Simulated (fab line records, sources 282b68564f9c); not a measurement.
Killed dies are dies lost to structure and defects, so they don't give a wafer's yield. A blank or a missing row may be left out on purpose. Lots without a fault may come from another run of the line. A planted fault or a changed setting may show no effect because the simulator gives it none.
A struck lot beside a sound one | flow rit_cmos | 15 steps out of a route of 202
Sound: wafers L565.1, L565.2, L565.4. Struck: wafer L577.4. (L577.1, L577.3 of the same lot were not struck and are left out.) The cause comes at the end.
At each step with rows: each side's tool, then ch and its chambers, then its first start. Under that, the readings that differ: sound wafers | struck wafers | difference of the means | sigmas: that difference in standard deviations of wafers without a fault.
alike: readings whose means differ by less than 2 such deviations, and words and numbers that are the same on both sides. not compared: withheld readings, readings that some wafer has no value for, bounds like >300 that may hide the same value, and numbers for which the record gives no deviation and whose values overlap.
The two part at a step that has a row with sigmas, a row that says differs or no value, or rows on one side only. Numbers that don't overlap but have no deviation are shown without sigmas and don't part them. A reading that every wafer of one side lacks parts them only if that side has two wafers or more.

RIT_ACTIVE_THK_MEAS_02:
  sound on film_metro-03, day 1 15:34; struck on film_metro-04, day 4 01:31
  alike: ACTIVE_OXIDE_THK
then, 1 step without rows for these wafers: RIT_ACTIVE_CVD_03 (deposits Si3N4 from SiH2Cl2/NH3, target thk 150 nm, time 1500 s).
RIT_ACTIVE_THK_MEAS_04:
  sound on film_metro-03, day 1 17:02; struck on film_metro-03, day 4 02:59
  alike: ACTIVE_NITRIDE_THK
then, 6 steps without rows for these wafers: RIT_ACTIVE_HMDS_05 (prime time 60 s); RIT_ACTIVE_COAT_06 (resist thk 1000 nm); RIT_ACTIVE_SOFTBAKE_07 (time 60 s); RIT_ACTIVE_EXPOSE_08 (exposes mask M1, target cd 1400 nm); RIT_ACTIVE_PEB_09; RIT_ACTIVE_DEVELOP_10 (develop time 50 s).
RIT_ACTIVE_CD_MEAS_11: target cd 1400 nm.
  sound on cd_sem-02, day 1 18:04; struck on cd_sem-02, day 4 04:02
  alike: cd_nm
then, 1 step without rows for these wafers: RIT_ACTIVE_HARDBAKE_12 (time 60 s).
RIT_ACTIVE_ETCH_13: etches Si3N4 in SF6, stops on SiO2, time 210 s, target depth 210 nm.
  sound on rie_diel-04 ch 2,3, day 1 18:20; struck on rie_diel-03 ch 0, day 4 04:18
  alike: SF6_flow_sccm, drypump_motor_current_A, oes_product_au, throttle_valve_pct
  not compared: rf_hours_counter_h
RIT_ACTIVE_STRIP_14: strips in O2, time 180 s.
  sound on plasma_asher-04 ch 0,1, day 1 18:28; struck on plasma_asher-02 ch 0, day 4 04:26
  reading                        | sound          | struck | difference | sigmas
  chamber_pressure_mTorr (mTorr) | 3998 4000 4001 | 5997   | +1997      | +99 or more
  alike: drypump_motor_current_A
  not compared: rf_hours_counter_h
RIT_ACTIVE_CD_MEAS_90: target cd 1400 nm.
  sound on cd_sem-01, day 1 18:39; struck on cd_sem-01, day 4 04:37
  alike: cd_nm
RIT_M1_PROBE_99:
  sound on prober-01, day 4 05:34; struck on prober-01, day 6 03:30
  alike: killed_at_contacts, killed_at_front_end, killed_dies, killed_open, killed_short

WHERE THEY PART
Only at RIT_ACTIVE_STRIP_14, within this record. Later steps at which nothing parts them and some readings are alike: RIT_ACTIVE_CD_MEAS_90, RIT_M1_PROBE_99.

WHY: what the simulator had put in
Process parameter drift: plasma_asher-02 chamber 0, from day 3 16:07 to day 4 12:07, at RIT_ACTIVE_STRIP_14. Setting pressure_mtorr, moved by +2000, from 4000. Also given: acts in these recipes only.
